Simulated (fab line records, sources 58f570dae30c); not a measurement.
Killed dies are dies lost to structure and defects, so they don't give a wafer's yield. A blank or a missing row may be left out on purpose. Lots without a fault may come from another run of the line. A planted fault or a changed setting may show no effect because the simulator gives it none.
Which tool did it? | flow berkeley_cmos170 | 7 lots, 21 wafers sampled, at 1 step of a route of 331

WHAT THE GAUGES READ, wafer by wafer
UCB170_PWELL_THK_MEAS_03.
lot  | measured    | on            | PWELL_OXIDE_THK (nm)
L555 | day 3 05:23 | film_metro-02 | 26.7 26.6 26.6
L560 | day 3 19:55 | film_metro-02 | 27.3 27.2 26.5
L563 | day 4 18:44 | film_metro-03 | 26.2 26.3 25.8
L565 | day 5 07:49 | film_metro-03 | 26.5 26.8 27.0
L572 | day 6 18:20 | film_metro-03 | 26.4 26.6 26.8
L576 | day 7 13:09 | film_metro-03 | 26.8 27.0 27.3
L578 | day 7 22:41 | film_metro-02 | 26.6 26.6 26.6

WHICH TOOL RAN EACH LOT (tool, then ch and the chambers of the sampled wafers, then the start)
The record holds no process step before these readings.

THE ANSWER, worked out from the rows above alone
Rule: what is usual is taken from the lots themselves. Put in order of their means at a reading, lots are off if they are a third of the lots or fewer, leave a main group of 4 or more, and stand apart from it by a gap of 3 or more times the standard deviation of the main group's means; of several such gaps the widest counts. A main group whose means are all the same, to the digits that the tables above print for the reading, isn't used. A lot without any number at a reading at which 4 lots or more have one is off too. The other lots that the step has rows for count as sound.
No lot is off at any reading shown: from this, nothing can be told.

WHAT THE SIMULATOR HAD PUT IN
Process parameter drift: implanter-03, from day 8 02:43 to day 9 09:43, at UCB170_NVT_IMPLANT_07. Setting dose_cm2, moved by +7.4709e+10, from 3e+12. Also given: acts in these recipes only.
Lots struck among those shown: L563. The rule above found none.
